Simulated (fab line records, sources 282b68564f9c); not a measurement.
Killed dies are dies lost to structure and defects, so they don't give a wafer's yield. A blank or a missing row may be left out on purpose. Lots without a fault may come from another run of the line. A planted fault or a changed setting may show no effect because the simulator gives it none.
A struck lot beside a sound one | flow rit_cmos | 20 steps out of a route of 202
Sound: wafers L701.1, L701.4, L701.6. Struck: wafers L709.1, L709.4, L709.6. The cause comes at the end.
At each step with rows: each side's tool, then ch and its chambers, then its first start. Under that, the readings that differ: sound wafers | struck wafers | difference of the means | sigmas: that difference in standard deviations of wafers without a fault.
alike: readings whose means differ by less than 2 such deviations, and words and numbers that are the same on both sides. not compared: withheld readings, readings that some wafer has no value for, bounds like >300 that may hide the same value, and numbers for which the record gives no deviation and whose values overlap.
The two part at a step that has a row with sigmas, a row that says differs or no value, or rows on one side only. Numbers that don't overlap but have no deviation are shown without sigmas and don't part them. A reading that every wafer of one side lacks parts them only if that side has two wafers or more.

RIT_ACTIVE_BOW_MEAS_00:
  sound on film_metro-03, day 1 20:00; struck on film_metro-03, day 3 12:00
  alike: INCOMING_BOW
then, 1 step without rows for these wafers: RIT_ACTIVE_OXIDATION_01 (target thk 46.8 nm, ox time 3360 s).
RIT_ACTIVE_THK_MEAS_02:
  sound on film_metro-02, day 1 22:47; struck on film_metro-03, day 3 14:03
  alike: ACTIVE_OXIDE_THK
RIT_ACTIVE_CVD_03: deposits Si3N4 from SiH2Cl2/NH3, target thk 150 nm, time 1527 s.
  sound on lpcvd-01 ch 0, day 1 22:51; struck on lpcvd-01 ch 1, day 3 16:00
  reading                                  | sound             | struck            | difference | sigmas
  spike_tc_centre_C (C)                    | 812.9 814.8 814.1 | 856.2 856.8 855.7 | +42.3      | +30
  spike_tc_load_C (C)                      | 835.6 835.9 835.0 | 879.2 879.9 881.2 | +44.6      | +34
  spike_tc_source_C (C)                    | 835 835 835       | 876 876 877       | +41        | +12
  model.Si3N4_of_ACTIVE_CVD_03.thk_nm (nm) | 151.9 151.3 151.3 | 255.1 255.9 255.1 | +103.9     |
RIT_ACTIVE_THK_MEAS_04:
  sound on film_metro-02, day 2 00:16; struck on film_metro-02, day 3 17:25
  reading                 | sound             | struck            | difference | sigmas
  ACTIVE_NITRIDE_THK (nm) | 151.7 151.4 151.4 | 255.2 256.1 254.8 | +103.9     | +94
then, 6 steps without rows for these wafers: RIT_ACTIVE_HMDS_05 (prime time 60 s); RIT_ACTIVE_COAT_06 (resist thk 1000 nm); RIT_ACTIVE_SOFTBAKE_07 (time 60 s); RIT_ACTIVE_EXPOSE_08 (exposes mask M1, target cd 1400 nm); RIT_ACTIVE_PEB_09; RIT_ACTIVE_DEVELOP_10 (develop time 50 s).
RIT_ACTIVE_CD_MEAS_11: target cd 1400 nm.
  sound on cd_sem-02, day 2 01:10; struck on cd_sem-01, day 3 18:27
  alike: cd_nm
then, 1 step without rows for these wafers: RIT_ACTIVE_HARDBAKE_12 (time 60 s).
RIT_ACTIVE_ETCH_13: etches Si3N4 in SF6, stops on SiO2, time 210 s, target depth 210 nm.
  sound on rie_diel-03 ch 2,3, day 2 01:26; struck on rie_diel-04 ch 0,1,3, day 3 18:43
  reading                            | sound             | struck            | difference | sigmas
  oes_product_au (a.u.)              | 0.825 0.805 0.830 | 0.978 1.003 0.993 | +0.171     | +16
  model.etch.depth_nm (nm)           | 151.9 151.3 151.3 | 206.4 211.1 207.8 | +56.9      |
  model.ACTIVE.feature_depth_nm (nm) | 151.9 151.3 151.3 | 206.4 211.1 207.8 | +56.9      |
  alike: chamber_pressure_mTorr, drypump_motor_current_A, throttle_valve_pct
  not compared: rf_hours_counter_h
RIT_ACTIVE_STRIP_14: strips in O2, time 180 s.
  sound on plasma_asher-03 ch 0,1, day 2 01:35; struck on plasma_asher-01 ch 0, day 3 18:52
  alike: chamber_pressure_mTorr, drypump_motor_current_A, o2_flow_sccm
  not compared: rf_hours_counter_h
RIT_ACTIVE_CD_MEAS_90: target cd 1400 nm.
  sound on cd_sem-01, day 2 01:45; struck on cd_sem-02, day 3 19:02
  alike: cd_nm
then, 1 step without rows for these wafers: RIT_ACTIVE_CLEAN_15 (cleans in SC1, time 600 s).
RIT_ACTIVE_CLEAN_16: cleans in dHF, time 30 s.
  sound on wet_bench-02 ch 0, day 2 02:04; struck on wet_bench-04 ch 0, day 3 19:20
  reading                                  | sound           | struck            | difference | sigmas
  model.Si3N4_of_ACTIVE_CVD_03.thk_nm (nm) | 151 150.5 150.5 | 254.3 255.1 254.3 | +103.9     |
then, 1 step without rows for these wafers: RIT_ACTIVE_CLEAN_17 (cleans in SC2, time 600 s).
RIT_M1_PROBE_99:
  sound on prober-02, day 4 01:38; struck on prober-02, day 5 19:20
  reading             | sound | struck      | difference | sigmas
  killed_at_front_end | 5 7 6 | 264 264 264 | +258       | +86
  killed_dies         | 5 7 6 | 264 264 264 | +258       | +86
  killed_on_rim       | 1 2 3 | 70 70 70    | +68        | +57
  alike: killed_at_contacts, killed_open, killed_short

WHERE THEY PART
First at RIT_ACTIVE_CVD_03; last, within this record, at RIT_M1_PROBE_99.

WHY: what the simulator had put in
Process parameter drift: lpcvd-01, from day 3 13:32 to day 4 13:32, at RIT_ACTIVE_CVD_03. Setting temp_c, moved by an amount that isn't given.
